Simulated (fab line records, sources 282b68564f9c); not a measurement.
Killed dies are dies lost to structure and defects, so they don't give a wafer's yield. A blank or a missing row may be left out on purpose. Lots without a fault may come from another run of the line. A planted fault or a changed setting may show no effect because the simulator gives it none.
Which tool did it? | flow rit_cmos | 7 lots, 21 wafers sampled, at 2 steps of a route of 202

WHAT THE GAUGES READ, wafer by wafer
RIT_FOX2_THK_MEAS_01.
lot  | measured    | on            | FOX2_OXIDE_THK (nm)
L437 | day 1 23:44 | film_metro-03 | 356 351 351
L439 | day 2 10:03 | film_metro-03 | 346 341 343
L442 | day 3 01:44 | film_metro-03 | 358 363 354
L444 | day 3 13:32 | film_metro-02 | 351 355 357
L447 | day 4 01:55 | film_metro-01 | 377 375 375
L450 | day 4 18:39 | film_metro-02 | 378 374 374
L457 | day 6 03:50 | film_metro-01 | 357 350 352

WHICH TOOL RAN EACH LOT (tool, then ch and the chambers of the sampled wafers, then the start)
lot  | RIT_FOX2_OXIDATION_00
L437 | furnace-01 ch 0, day 1 22:25
L439 | furnace-04 ch 0, day 2 08:44
L442 | furnace-03 ch 0, day 3 00:26
L444 | furnace-01 ch 0, day 3 12:13
L447 | furnace-01 ch 0, day 4 00:35
L450 | furnace-01 ch 0, day 4 17:20
L457 | furnace-03 ch 0, day 6 02:29
- RIT_FOX2_OXIDATION_00: target thk 350.7 nm, ox time 1130 s.

THE ANSWER, worked out from the rows above alone
Rule: what is usual is taken from the lots themselves. Put in order of their means at a reading, lots are off if they are a third of the lots or fewer, leave a main group of 4 or more, and stand apart from it by a gap of 3 or more times the standard deviation of the main group's means; of several such gaps the widest counts. A main group whose means are all the same, to the digits that the tables above print for the reading, isn't used. A lot without any number at a reading at which 4 lots or more have one is off too. The other lots that the step has rows for count as sound.
Off: L447, L450, at RIT_FOX2_THK_MEAS_01 (FOX2_OXIDE_THK). The main group: mean 352 nm, standard deviation 4.9.
A tool fits if, at a process step before that reading, it ran every lot that is off, and no sound lot after the first of them. The gauges at RIT_FOX2_THK_MEAS_01 are tried like those tools. One fits: furnace-01 at RIT_FOX2_OXIDATION_00. Its last sound lot is L444 (day 3 12:13), its first lot that is off L447 (day 4 00:35): a fault that began between those two fits.

WHAT THE SIMULATOR HAD PUT IN
Process parameter drift: furnace-01, from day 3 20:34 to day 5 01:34, at RIT_FOX2_OXIDATION_00. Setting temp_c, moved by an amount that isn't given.
Lots struck among those shown: L447, L450. The rule above found the same.
